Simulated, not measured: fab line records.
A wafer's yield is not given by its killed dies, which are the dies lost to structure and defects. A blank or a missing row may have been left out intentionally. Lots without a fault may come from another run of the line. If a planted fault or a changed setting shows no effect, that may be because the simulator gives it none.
What tool caused it? | flow berkeleyCmos170 | 15 lots, 45 wafers sampled, at 4 steps of a route of 331

== WHAT EACH GAUGE READ, for each wafer ==
UCB170_M2_OVL_MEAS_16. Usual: for M2_OVL the level is -3 nm and the standard deviation is 4.7.
lot  | measured     | on         | M2_OVL (nm) | flag
L922 | day 8 03:47  | overlay-02 | -8 -10 -1   | 
L923 | day 8 11:13  | overlay-01 | -2 -2 -7    | 
L925 | day 9 09:46  | overlay-01 | 4 -1 -1     | 
L927 | day 9 15:08  | overlay-02 | -2 1 1      | 
L929 | day 9 17:37  | overlay-01 | -8 -6 -5    | 
L930 | day 10 06:20 | overlay-01 | -4 -4 -7    | 
L931 | day 10 04:37 | overlay-02 | -7 -15 -5   | 
L932 | day 10 04:15 | overlay-02 | -2 -3 -1    | 
L937 | day 12 01:48 | overlay-01 | -18 -15 -8  | 
L938 | day 12 00:54 | overlay-01 | -7 -5 -7    | 
L939 | day 12 05:02 | overlay-02 | 3 -4 0      | 
L940 | day 12 04:46 | overlay-01 | -7 -9 2     | 
L942 | day 13 02:04 | overlay-02 | -1 -7 -4    | 
L944 | day 13 21:14 | overlay-01 | 5 2 -1      | 
L945 | day 13 20:30 | overlay-02 | -9 -1 -5    | 

UCB170_V2_THK_MEAS_04. Usual: for V2_POLISHED_THK the level is 1000.2 nm and the standard deviation is 1.1.
lot  | measured     | on           | V2_POLISHED_THK (nm) | flag
L922 | day 8 04:55  | filmMetro-02 | 999.8 999.1 999.6    | 
L923 | day 8 12:20  | filmMetro-03 | 1000.1 999.3 999.1   | 
L925 | day 9 10:58  | filmMetro-02 | 1000.9 1002.0 1001.6 | 
L927 | day 9 16:15  | filmMetro-04 | 1000.2 998.9 1000.9  | 
L929 | day 9 18:45  | filmMetro-04 | 1000.9 999.4 1000.8  | 
L930 | day 10 07:27 | filmMetro-04 | 1000.2 1000.0 1000.9 | 
L931 | day 10 05:48 | filmMetro-02 | 998.9 1000.1 999.3   | 
L932 | day 10 05:31 | filmMetro-04 | 1000.4 1001.5 1000.6 | 
L937 | day 12 02:56 | filmMetro-02 | 998.8 997.8 1000.6   | 
L938 | day 12 02:02 | filmMetro-04 | 1000.7 1001.3 1001.0 | 
L939 | day 12 06:22 | filmMetro-03 | 1002.1 998.7 1000.8  | 
L940 | day 12 05:59 | filmMetro-02 | 999.4 999.2 998.8    | 
L942 | day 13 03:11 | filmMetro-02 | 1000.2 999.9 999.7   | 
L944 | day 13 22:22 | filmMetro-04 | 1000.8 1001.3 1000.2 | 
L945 | day 13 21:42 | filmMetro-02 | 1002.2 1001.3 1001.2 | 

== TOOL THAT RAN EACH LOT (tool first, then ch and the chambers of the sampled wafers, then the start) ==
lot  | UCB170_SACOX_OXIDATION_01     | UCB170_SILICIDE_RTA_04
L922 | furnace-01 ch 0, day 5 08:16  | rtpAnneal-01 ch 0, day 7 13:02
L923 | furnace-01 ch 0, day 5 08:16  | rtpAnneal-02 ch 0, day 7 16:26
L925 | furnace-04 ch 0, day 6 11:21  | rtpAnneal-02 ch 0, day 8 15:58
L927 | furnace-02 ch 0, day 6 17:41  | rtpAnneal-02 ch 0, day 8 22:59
L929 | furnace-02 ch 0, day 6 17:41  | rtpAnneal-02 ch 0, day 8 23:16
L930 | furnace-04 ch 0, day 7 03:15  | rtpAnneal-02 ch 0, day 9 13:05
L931 | furnace-04 ch 0, day 7 03:15  | rtpAnneal-02 ch 0, day 9 12:29
L932 | furnace-04 ch 0, day 7 03:15  | rtpAnneal-02 ch 0, day 9 12:10
L937 | furnace-02 ch 0, day 9 03:04  | rtpAnneal-01 ch 0, day 11 12:04
L938 | furnace-02 ch 0, day 9 03:04  | rtpAnneal-02 ch 0, day 11 11:52
L939 | furnace-02 ch 0, day 9 03:04  | rtpAnneal-01 ch 0, day 11 12:29
L940 | furnace-04 ch 0, day 9 13:36  | rtpAnneal-02 ch 0, day 11 13:13
L942 | furnace-04 ch 0, day 10 15:09 | rtpAnneal-01 ch 0, day 12 13:26
L944 | furnace-01 ch 0, day 11 00:01 | rtpAnneal-02 ch 0, day 13 02:05
L945 | furnace-01 ch 0, day 11 00:01 | rtpAnneal-02 ch 0, day 13 02:25
- UCB170_SACOX_OXIDATION_01: target thk 14.4 nm, ox time 2400 s.
- UCB170_SILICIDE_RTA_04: time 15 s.

== WHAT THE TOOLS THEMSELVES READ (means of the sampled wafers that have a number; where no wafer has one, the mark that the record gives instead) ==
UCB170_SILICIDE_RTA_04. Usual: lampPowerPct 10.5 %, standard deviation 0.45; wafer_temp_C_max 653.3, standard deviation 0.68.
lot  | tool         | lampPowerPct (%) | wafer_temp_C_max | flag
L922 | rtpAnneal-01 | 11.2             | 654.1            | 
L923 | rtpAnneal-02 | 10.2             | 652.7            | 
L925 | rtpAnneal-02 | 10.2             | 653.6            | 
L927 | rtpAnneal-02 | 10.2             | 653.0            | 
L929 | rtpAnneal-02 | 10.2             | 652.7            | 
L930 | rtpAnneal-02 | 10.2             | 653.5            | 
L931 | rtpAnneal-02 | 10.2             | 653.1            | 
L932 | rtpAnneal-02 | 10.2             | 653.1            | 
L937 | rtpAnneal-01 | 11.2             | 654.0            | 
L938 | rtpAnneal-02 | 10.2             | 654.2            | 
L939 | rtpAnneal-01 | 11.3             | 653.0            | 
L940 | rtpAnneal-02 | 10.2             | 653.2            | 
L942 | rtpAnneal-01 | 11.2             | 652.7            | 
L944 | rtpAnneal-02 | 10.2             | 653.3            | 
L945 | rtpAnneal-02 | 10.2             | 653.8            | 

== THE ANSWER, worked out from the rows above alone ==
Rule: a lot is off if the mean of its wafers that have a number lies more than 3 standard deviations from the usual mean. A lot without any number at a reading at which 4 lots or more have one is off too. Any other lot the step has rows for is counted as sound. Order of review: gauges by route order, followed by the tools' own readings, for which a lot's mean as printed above is used. At the first step where some lot is off, the reading lying furthest off is the one used; lots without a number count as furthest.
No lot is off at any reading shown: from this, nothing can be told.

== WHAT THE SIMULATOR HAD INSERTED ==
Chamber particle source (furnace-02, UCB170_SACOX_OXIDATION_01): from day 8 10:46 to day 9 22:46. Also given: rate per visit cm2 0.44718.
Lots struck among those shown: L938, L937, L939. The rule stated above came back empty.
